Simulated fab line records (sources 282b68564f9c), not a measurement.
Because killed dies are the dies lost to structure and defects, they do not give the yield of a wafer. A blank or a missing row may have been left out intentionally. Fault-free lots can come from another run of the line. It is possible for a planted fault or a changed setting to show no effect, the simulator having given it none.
Split-lot trial || flow rit-cmos || 5 lots, 23 wafers read, on a route of 202 steps

## ABOUT THE SPLIT
At RIT_GATE_COAT_11 (resist thk 850 nm), the setting resist-thk-nm was moved away from the recipe's 850 nm on 4 of the 23 wafers read, by -2.5% to +4.4%. The other wafers ran this setting at the recipe's value.

Reading taken at the split's own step.

## THE READING
NOVOLAK_of_GATE_COAT_11.thk-nm (the simulator's own value, which no gauge read), in nm, at RIT_GATE_COAT_11 (resist thk 850 nm). The file gives no usual value for it. Here, 19 wafers ran the recipe; their average is 850.1 nm with a standard deviation of 1.8 nm.

{"wafer": "L074.1", "tool, chamber at the split": "litho-track-02, 0", "resist-thk-nm as run, nm": 829, "against the recipe": "-2.5%", "NOVOLAK_of_GATE_COAT_11.thk-nm, nm": 829.9, "against lot-mates on the recipe": -17.3}
{"wafer": "L074.2", "tool, chamber at the split": "litho-track-02, 0", "resist-thk-nm as run, nm": 829, "against the recipe": "-2.5%", "NOVOLAK_of_GATE_COAT_11.thk-nm, nm": 825.7, "against lot-mates on the recipe": -21.5}
{"wafer": "L074.3", "tool, chamber at the split": "litho-track-02, 0", "resist-thk-nm as run, nm": 850, "against the recipe": "recipe", "NOVOLAK_of_GATE_COAT_11.thk-nm, nm": 848.1, "against lot-mates on the recipe": "-"}
{"wafer": "L074.5", "tool, chamber at the split": "litho-track-02, 0", "resist-thk-nm as run, nm": 850, "against the recipe": "recipe", "NOVOLAK_of_GATE_COAT_11.thk-nm, nm": 847.3, "against lot-mates on the recipe": "-"}
{"wafer": "L074.6", "tool, chamber at the split": "litho-track-02, 0", "resist-thk-nm as run, nm": 850, "against the recipe": "recipe", "NOVOLAK_of_GATE_COAT_11.thk-nm, nm": 846.3, "against lot-mates on the recipe": "-"}
{"wafer": "L076.1", "tool, chamber at the split": "litho-track-04, 0", "resist-thk-nm as run, nm": 850, "against the recipe": "recipe", "NOVOLAK_of_GATE_COAT_11.thk-nm, nm": 850.8, "against lot-mates on the recipe": "-"}
{"wafer": "L076.2", "tool, chamber at the split": "litho-track-04, 0", "resist-thk-nm as run, nm": 850, "against the recipe": "recipe", "NOVOLAK_of_GATE_COAT_11.thk-nm, nm": 851.7, "against lot-mates on the recipe": "-"}
{"wafer": "L076.3", "tool, chamber at the split": "litho-track-04, 0", "resist-thk-nm as run, nm": 850, "against the recipe": "recipe", "NOVOLAK_of_GATE_COAT_11.thk-nm, nm": 850.4, "against lot-mates on the recipe": "-"}
{"wafer": "L076.5", "tool, chamber at the split": "litho-track-04, 0", "resist-thk-nm as run, nm": 850, "against the recipe": "recipe", "NOVOLAK_of_GATE_COAT_11.thk-nm, nm": 852.5, "against lot-mates on the recipe": "-"}
{"wafer": "L076.6", "tool, chamber at the split": "litho-track-04, 0", "resist-thk-nm as run, nm": 850, "against the recipe": "recipe", "NOVOLAK_of_GATE_COAT_11.thk-nm, nm": 851.6, "against lot-mates on the recipe": "-"}
{"wafer": "L077.2", "tool, chamber at the split": "litho-track-04, 0", "resist-thk-nm as run, nm": 850, "against the recipe": "recipe", "NOVOLAK_of_GATE_COAT_11.thk-nm, nm": 848.6, "against lot-mates on the recipe": "-"}
{"wafer": "L077.4", "tool, chamber at the split": "litho-track-04, 0", "resist-thk-nm as run, nm": 850, "against the recipe": "recipe", "NOVOLAK_of_GATE_COAT_11.thk-nm, nm": 850.4, "against lot-mates on the recipe": "-"}
{"wafer": "L077.5", "tool, chamber at the split": "litho-track-04, 0", "resist-thk-nm as run, nm": 850, "against the recipe": "recipe", "NOVOLAK_of_GATE_COAT_11.thk-nm, nm": 849.4, "against lot-mates on the recipe": "-"}
{"wafer": "L079.2", "tool, chamber at the split": "litho-track-03, 0", "resist-thk-nm as run, nm": 850, "against the recipe": "recipe", "NOVOLAK_of_GATE_COAT_11.thk-nm, nm": 847.4, "against lot-mates on the recipe": "-"}
{"wafer": "L079.3", "tool, chamber at the split": "litho-track-03, 0", "resist-thk-nm as run, nm": 850, "against the recipe": "recipe", "NOVOLAK_of_GATE_COAT_11.thk-nm, nm": 852.6, "against lot-mates on the recipe": "-"}
{"wafer": "L079.4", "tool, chamber at the split": "litho-track-03, 0", "resist-thk-nm as run, nm": 850, "against the recipe": "recipe", "NOVOLAK_of_GATE_COAT_11.thk-nm, nm": 850.4, "against lot-mates on the recipe": "-"}
{"wafer": "L079.5", "tool, chamber at the split": "litho-track-03, 0", "resist-thk-nm as run, nm": 850, "against the recipe": "recipe", "NOVOLAK_of_GATE_COAT_11.thk-nm, nm": 851, "against lot-mates on the recipe": "-"}
{"wafer": "L079.6", "tool, chamber at the split": "litho-track-03, 0", "resist-thk-nm as run, nm": 850, "against the recipe": "recipe", "NOVOLAK_of_GATE_COAT_11.thk-nm, nm": 850, "against lot-mates on the recipe": "-"}
{"wafer": "L083.1", "tool, chamber at the split": "litho-track-03, 0", "resist-thk-nm as run, nm": 887.6, "against the recipe": "+4.4%", "NOVOLAK_of_GATE_COAT_11.thk-nm, nm": 890.1, "against lot-mates on the recipe": "+39.0"}
{"wafer": "L083.2", "tool, chamber at the split": "litho-track-03, 0", "resist-thk-nm as run, nm": 850, "against the recipe": "recipe", "NOVOLAK_of_GATE_COAT_11.thk-nm, nm": 852.7, "against lot-mates on the recipe": "-"}
{"wafer": "L083.3", "tool, chamber at the split": "litho-track-03, 0", "resist-thk-nm as run, nm": 850, "against the recipe": "recipe", "NOVOLAK_of_GATE_COAT_11.thk-nm, nm": 849.1, "against lot-mates on the recipe": "-"}
{"wafer": "L083.4", "tool, chamber at the split": "litho-track-03, 0", "resist-thk-nm as run, nm": 850, "against the recipe": "recipe", "NOVOLAK_of_GATE_COAT_11.thk-nm, nm": 851.6, "against lot-mates on the recipe": "-"}
{"wafer": "L083.6", "tool, chamber at the split": "litho-track-03, 0", "resist-thk-nm as run, nm": 887.6, "against the recipe": "+4.4%", "NOVOLAK_of_GATE_COAT_11.thk-nm, nm": 890.3, "against lot-mates on the recipe": "+39.2"}

THE FIT
A straight line over all 23 wafers: NOVOLAK_of_GATE_COAT_11.thk-nm changes by +9.06 nm for each +1% of resist-thk-nm; r = +0.99; the points scatter about the line by 1.9 nm.
The same after taking each lot's own level away (the mean of its wafers on the recipe; 23 wafers): +8.58 nm for each +1%; r = +0.99; scatter 1.4 nm.
On that fit, the largest move of resist-thk-nm shifts the reading by 38 nm.
The span of the lots' own levels, 847.23 to 851.40 nm, comes to 2.3 times the standard deviation stated above.
So the lot-to-lot level changes the slope little: the two slopes agree.
Check: for one of the wafers moved furthest among these (+4.4%), held out of the fit, the line's prediction against its lot-mates is +37.7 nm. It came out at +39 nm against them.

## THE OTHER SPLITS THESE WAFERS WENT THROUGH
Before the reading, these wafers also passed through other splits. Each is held against what the fit with the lots' levels taken away leaves over:
{"other split on the same wafers": "RIT_ACTIVE_OXIDATION_01 ox-time-s", "wafers away from the commonest value": 15, "r with NOVOLAK_of_GATE_COAT_11.thk-nm (lot level and that fit taken away)": -0.04}
{"other split on the same wafers": "RIT_ACTIVE_EXPOSE_08 dose-mj", "wafers away from the commonest value": 11, "r with NOVOLAK_of_GATE_COAT_11.thk-nm (lot level and that fit taken away)": -0.12}
{"other split on the same wafers": "RIT_ACTIVE_STRIP_14 pressure-mtorr", "wafers away from the commonest value": 18, "r with NOVOLAK_of_GATE_COAT_11.thk-nm (lot level and that fit taken away)": -0.17}
{"other split on the same wafers": "RIT_FOX1_OXIDATION_00 temp-c", "wafers away from the commonest value": 15, "r with NOVOLAK_of_GATE_COAT_11.thk-nm (lot level and that fit taken away)": "+0.08"}
{"other split on the same wafers": "RIT_NWELL_COAT_01 spin-rpm", "wafers away from the commonest value": 5, "r with NOVOLAK_of_GATE_COAT_11.thk-nm (lot level and that fit taken away)": -0.04}
{"other split on the same wafers": "RIT_NWELL_IMPLANT_08 energy-kev", "wafers away from the commonest value": 10, "r with NOVOLAK_of_GATE_COAT_11.thk-nm (lot level and that fit taken away)": -0.34}
{"other split on the same wafers": "RIT_PWELL_IMPLANT_08 dose-cm2", "wafers away from the commonest value": 6, "r with NOVOLAK_of_GATE_COAT_11.thk-nm (lot level and that fit taken away)": -0.24}
{"other split on the same wafers": "RIT_NRETRO_SOFTBAKE_02 temp-c", "wafers away from the commonest value": 9, "r with NOVOLAK_of_GATE_COAT_11.thk-nm (lot level and that fit taken away)": -0.23}
{"other split on the same wafers": "RIT_PRETRO_IMPLANT_08 energy-kev", "wafers away from the commonest value": 4, "r with NOVOLAK_of_GATE_COAT_11.thk-nm (lot level and that fit taken away)": "+0.22"}

## FILE'S OWN FIT
NOVOLAK_of_GATE_COAT_11.thk-nm changes by +8.6 nm for each +1% of resist-thk-nm, r = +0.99.
